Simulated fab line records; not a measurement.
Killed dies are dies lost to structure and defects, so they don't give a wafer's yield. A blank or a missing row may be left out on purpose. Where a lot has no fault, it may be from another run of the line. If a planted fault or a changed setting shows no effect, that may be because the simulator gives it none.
Check of tool commonality || flow berkeleyCmos170 || Sampled: 13 lots, 42 wafers

== THE REASON FOR OPENING IT ==
At UCB170_NLDD_CD_MEAS_06 the reading cdNm is flagged on 1 of 13 lots. No-fault wafers: 1199.8 nm, standard deviation 1.6.
Rule: a lot is flagged in two cases, either no wafer of it has a number, or all its wafers with numbers fall more than 4 standard deviations from that mean. All remaining lots are regarded as sound.

{"lot": "L902", "measured": "day 6 21:30", "on": "cdSem-02", "cdNm (nm), wafer by wafer": "1197.9 1200.1 1197.7", "flag": ""}
{"lot": "L903", "measured": "day 6 22:08", "on": "cdSem-01", "cdNm (nm), wafer by wafer": "1201.8 1203.4 1200.5", "flag": ""}
{"lot": "L909", "measured": "day 7 21:23", "on": "cdSem-02", "cdNm (nm), wafer by wafer": "1200.9 1199.5 1200.5", "flag": ""}
{"lot": "L907", "measured": "day 7 21:27", "on": "cdSem-01", "cdNm (nm), wafer by wafer": "1195.9 1195.9 1196.9", "flag": ""}
{"lot": "L908", "measured": "day 7 21:49", "on": "cdSem-01", "cdNm (nm), wafer by wafer": "1200.6 1201.4 1202.2", "flag": ""}
{"lot": "L910", "measured": "day 8 05:53", "on": "cdSem-01", "cdNm (nm), wafer by wafer": "1200.7 1200.6 1200.4", "flag": ""}
{"lot": "L915", "measured": "day 8 19:02", "on": "cdSem-01", "cdNm (nm), wafer by wafer": "1201.3 1200.1 1200.4", "flag": ""}
{"lot": "L912", "measured": "day 8 19:55", "on": "cdSem-01", "cdNm (nm), wafer by wafer": "1199.5 1198.8 1200.2", "flag": ""}
{"lot": "L913", "measured": "day 8 20:31", "on": "cdSem-02", "cdNm (nm), wafer by wafer": "960.0 960.6 960.6 959.9 960.7 960.3", "flag": "FLAGGED"}
{"lot": "L918", "measured": "day 9 21:27", "on": "cdSem-01", "cdNm (nm), wafer by wafer": "1200.0 1200.9 1201.2", "flag": ""}
{"lot": "L923", "measured": "day 10 09:49", "on": "cdSem-02", "cdNm (nm), wafer by wafer": "1200.3 1198.1 1199.3", "flag": ""}
{"lot": "L924", "measured": "day 10 23:31", "on": "cdSem-02", "cdNm (nm), wafer by wafer": "1200.4 1198.8 1199.8", "flag": ""}
{"lot": "L925", "measured": "day 11 02:20", "on": "cdSem-01", "cdNm (nm), wafer by wafer": "1200.3 1199.4 1200.1", "flag": ""}
The numbers of the flagged lots are 960.4 nm on average: -239.4 nm against the usual, or -99 or more standard deviations.

== WHICH TOOL EACH LOT WENT THROUGH ==
The record keeps 1 process step preceding the reading, out of 331 steps on the route. Each cell gives the tool, then ch followed by the chambers the sampled wafers passed through, then the start.
{"lot": "L902", "flag": "", "UCB170_NLDD_EXPOSE_03": "krfScanner-02 ch 0, day 6 21:07"}
{"lot": "L903", "flag": "", "UCB170_NLDD_EXPOSE_03": "krfScanner-01 ch 0, day 6 21:44"}
{"lot": "L909", "flag": "", "UCB170_NLDD_EXPOSE_03": "krfScanner-02 ch 0, day 7 20:40"}
{"lot": "L907", "flag": "", "UCB170_NLDD_EXPOSE_03": "krfScanner-01 ch 0, day 7 20:53"}
{"lot": "L908", "flag": "", "UCB170_NLDD_EXPOSE_03": "krfScanner-02 ch 0, day 7 21:25"}
{"lot": "L910", "flag": "", "UCB170_NLDD_EXPOSE_03": "krfScanner-01 ch 0, day 8 05:17"}
{"lot": "L915", "flag": "", "UCB170_NLDD_EXPOSE_03": "krfScanner-01 ch 0, day 8 18:38"}
{"lot": "L912", "flag": "", "UCB170_NLDD_EXPOSE_03": "krfScanner-02 ch 0, day 8 19:31"}
{"lot": "L913", "flag": "FLAGGED", "UCB170_NLDD_EXPOSE_03": "krfScanner-01 ch 0, day 8 19:58"}
{"lot": "L918", "flag": "", "UCB170_NLDD_EXPOSE_03": "krfScanner-02 ch 0, day 9 20:27"}
{"lot": "L923", "flag": "", "UCB170_NLDD_EXPOSE_03": "krfScanner-01 ch 0, day 10 09:26"}
{"lot": "L924", "flag": "", "UCB170_NLDD_EXPOSE_03": "krfScanner-02 ch 0, day 10 22:35"}
{"lot": "L925", "flag": "", "UCB170_NLDD_EXPOSE_03": "krfScanner-02 ch 0, day 11 01:26"}
What is done by these steps:
- UCB170_NLDD_EXPOSE_03: exposes mask NSELECT, target cd 1200 nm.
- UCB170_NLDD_CD_MEAS_06: target cd 1200 nm.

== FLAGGED AGAINST TOTAL, ONE TOOL AT A TIME (gauges that did the reading follow at the end) ==
{"step": "UCB170_NLDD_EXPOSE_03", "tool": "krfScanner-01", "lots run": 6, "flagged": 1, "share of the flagged lots": "all", "sound lots run after its first flagged lot": "1 (L923)"}
{"step": "UCB170_NLDD_EXPOSE_03", "tool": "krfScanner-02", "lots run": 7, "flagged": 0, "share of the flagged lots": "none", "sound lots run after its first flagged lot": "-"}
{"step": "UCB170_NLDD_CD_MEAS_06", "tool": "cdSem-01", "lots run": 8, "flagged": 0, "share of the flagged lots": "none", "sound lots run after its first flagged lot": "-"}
{"step": "UCB170_NLDD_CD_MEAS_06", "tool": "cdSem-02", "lots run": 5, "flagged": 1, "share of the flagged lots": "all", "sound lots run after its first flagged lot": "2 (L923,L924)"}

== WHAT THE TABLE ALLOWS ==
In 2 table rows, all flagged lots were run: krfScanner-01 (UCB170_NLDD_EXPOSE_03), cdSem-02 (UCB170_NLDD_CD_MEAS_06).
- krfScanner-01 at UCB170_NLDD_EXPOSE_03 ran 6 lots, 1 of them flagged. Lots that were sound ran on it after the first flagged one (L923); a persistent fault on the entire tool would not allow that.
- cdSem-02 at UCB170_NLDD_CD_MEAS_06 ran 5 lots, 1 of them flagged. Lots that were sound ran on it after the first flagged one (L923, L924); a persistent fault on the entire tool would not allow that.
None of the table's rows ran every flagged lot and, after the first, no sound lot.

== WHAT THE SIMULATOR HAD INSERTED ==
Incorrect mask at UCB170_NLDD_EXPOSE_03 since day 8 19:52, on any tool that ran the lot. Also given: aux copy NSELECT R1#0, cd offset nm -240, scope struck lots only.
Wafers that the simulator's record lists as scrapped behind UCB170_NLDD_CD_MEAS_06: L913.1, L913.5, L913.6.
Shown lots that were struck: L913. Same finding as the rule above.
